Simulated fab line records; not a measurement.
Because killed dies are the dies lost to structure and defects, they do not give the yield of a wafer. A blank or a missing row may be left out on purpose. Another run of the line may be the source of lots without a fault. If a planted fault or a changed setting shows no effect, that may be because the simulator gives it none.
Chamber matching -- flow berkeleyCmos170 -- cmp-02 running UCB170_V1_CMP_02: 4 sister chambers
The step polishes SiO2. 8 wafers are shown with their chamber, then 7 later ones without.

EACH WAFER AND ITS CHAMBER
wafer,chamber,motorCurrentA (A)
L431.3,2,16.2
L431.4,0,19.9
L430.5,0,20.5
L432.4,3,14.4
L432.5,1,17.1
L432.6,2,16.5
L434.2,3,14.3
L434.5,1,16.1

WAFERS WHOSE CHAMBER IS MISSING
wafer,motorCurrentA (A)
L434.6,20.2
L444.2,22.0
L444.3,14.6
L444.4,17.1
L445.2,19.6
L445.4,14.2
L445.5,15.3

THE CHAMBER EACH PASSED THROUGH
wafer,from the rows above,in truth
L434.6,0,0
L444.2,0,0
L444.3,3,3
L444.4,can't be placed: 1 or 2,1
L445.2,0,0
L445.4,3,3
L445.5,can't be placed: 3 or 2 or 1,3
5 of 7 placed correctly. These rows do not allow placing 2 (true chamber among the candidates in 2). Number placed wrongly: 0.
How it was worked out, from the rows above alone: a wafer's distance from a chamber is the root of the sum, over the readings, of the square of ((its reading less the chamber's mean) divided by the reading's scatter). If the next closest chamber is less than 2 further off than the closest, the wafer can't be placed; otherwise it belongs to the closest. A chamber's mean is the mean of its shown wafers. The scatter is the square root of a quotient: the sum, over the shown wafers, of each reading's squared deviation from its chamber's mean, divided by wafers minus chambers.
